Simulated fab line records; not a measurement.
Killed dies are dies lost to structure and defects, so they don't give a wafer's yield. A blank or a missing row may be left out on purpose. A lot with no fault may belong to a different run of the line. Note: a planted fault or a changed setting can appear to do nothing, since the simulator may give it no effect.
Split-lot trial | flow rit_cmos | 23 wafers read across 5 lots, on a route 202 steps long

## THE SPLIT ITSELF
At RIT_M1_SPUTTER_00 (material Al, target thk 400 nm, time 500 s), the setting time_s was moved away from the recipe's 500 s on 7 of the 23 wafers read, by -13.5% to +11.5%. For the rest of the wafers, this setting stayed at what the recipe calls for.

## SPLIT TO READING: what lies between them in the file, 1 step
- RIT_M1_RS_MEAS_01: measures by four-point-probe

## THE READING
M1_AL_THK, in nm, at RIT_M1_THK_MEAS_02 (measures by xrf). Typical for fault-free wafers on this fab line: 398 nm, with standard deviation 5 nm.

wafer  | tool, chamber at the split | time_s as run, s | against the recipe | M1_AL_THK, nm | against lot-mates on the recipe
L074.2 | pvd_sputter-04, -          | 500              | recipe             | 404           | -
L074.3 | pvd_sputter-04, -          | 500              | recipe             | 401           | -
L074.4 | pvd_sputter-04, -          | 470.3            | -5.9%              | 374           | -27
L074.5 | pvd_sputter-04, -          | 500              | recipe             | 399           | -
L074.6 | pvd_sputter-04, -          | 470.3            | -5.9%              | 378           | -23
L076.2 | pvd_sputter-04, -          | 432.3            | -13.5%             | 342           | -57
L076.3 | pvd_sputter-04, -          | 500              | recipe             | 396           | -
L076.4 | pvd_sputter-04, -          | 500              | recipe             | 396           | -
L076.5 | pvd_sputter-04, -          | 500              | recipe             | 404           | -
L076.6 | pvd_sputter-04, -          | 432.3            | -13.5%             | 348           | -51
L081.1 | pvd_sputter-01, -          | 500              | recipe             | 395           | -
L081.2 | pvd_sputter-01, -          | 500              | recipe             | 394           | -
L081.3 | pvd_sputter-01, -          | 500              | recipe             | 394           | -
L081.4 | pvd_sputter-01, -          | 500              | recipe             | 396           | -
L081.5 | pvd_sputter-01, -          | 500              | recipe             | 394           | -
L083.1 | pvd_sputter-01, -          | 500              | recipe             | 388           | -
L083.2 | pvd_sputter-01, -          | 500              | recipe             | 390           | -
L083.5 | pvd_sputter-01, -          | 500              | recipe             | 390           | -
L085.2 | pvd_sputter-01, -          | 557.5            | +11.5%             | 443           | +42
L085.3 | pvd_sputter-01, -          | 500              | recipe             | 398           | -
L085.4 | pvd_sputter-01, -          | 500              | recipe             | 403           | -
L085.5 | pvd_sputter-01, -          | 557.5            | +11.5%             | 445           | +44
L085.6 | pvd_sputter-01, -          | 557.5            | +11.5%             | 451           | +50

THE FIT
A straight line over all 23 wafers: M1_AL_THK changes by +4.03 nm for each +1% of time_s; r = +0.98; the points scatter about the line by 4.8 nm.
The same after taking each lot's own level away (the mean of its wafers on the recipe; 23 wafers): +4 nm for each +1%; r = +0.99; scatter 2.6 nm.
On that fit, the largest move of time_s shifts the reading by 54 nm.
Measured against the standard deviation above, the lots' own levels, which go from 389.3 to 401.3 nm, span 2.4 times it.
Consequently the slope shifts little with the lot-to-lot level, the two slopes agreeing.
Check: -53.4 nm against its lot-mates is what the line predicts for one of the wafers moved furthest among these (-13.5%) when that wafer is left out of the fit. Against them it came out at -56.7 nm.

## OTHER SPLITS APPLIED TO THESE WAFERS
Before the reading, these wafers also passed through other splits. Each is held against what the fit with the lots' levels taken away leaves over:
other split on the same wafers | wafers away from the commonest value | r with M1_AL_THK (lot level and that fit taken away)
RIT_NLDD_IMPLANT_08 energy_kev | 8                                    | +0.11
RIT_PSD_COAT_01 resist_thk_nm  | 7                                    | +0.31
RIT_CONTACT_EXPOSE_05 dose_mj  | 8                                    | -0.22
RIT_CONTACT_ETCH_11 rf_w       | 8                                    | +0.15

## THE WHOLE CHAIN: every reading that the file lists as answering this split, in the file's order
step               | what it does                               | reading                                                                     | change (the file's fit)               | r (the file's)
RIT_M1_SPUTTER_00  | material Al, target thk 400 nm, time 500 s | Al_of_M1_SPUTTER_00.thk_nm (the simulator's own value, which no gauge read) | +3.99 nm for each +1% of the setting  | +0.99
RIT_M1_RS_MEAS_01  | measures by four-point-probe               | M1_AL_RS                                                                    | -0.000781 for each +1% of the setting | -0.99
RIT_M1_THK_MEAS_02 | measures by xrf                            | M1_AL_THK                                                                   | +4.01 for each +1% of the setting     | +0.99

## THE FILE'S OWN FIT
M1_AL_THK changes by +4.01 nm for each +1% of time_s, r = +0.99.
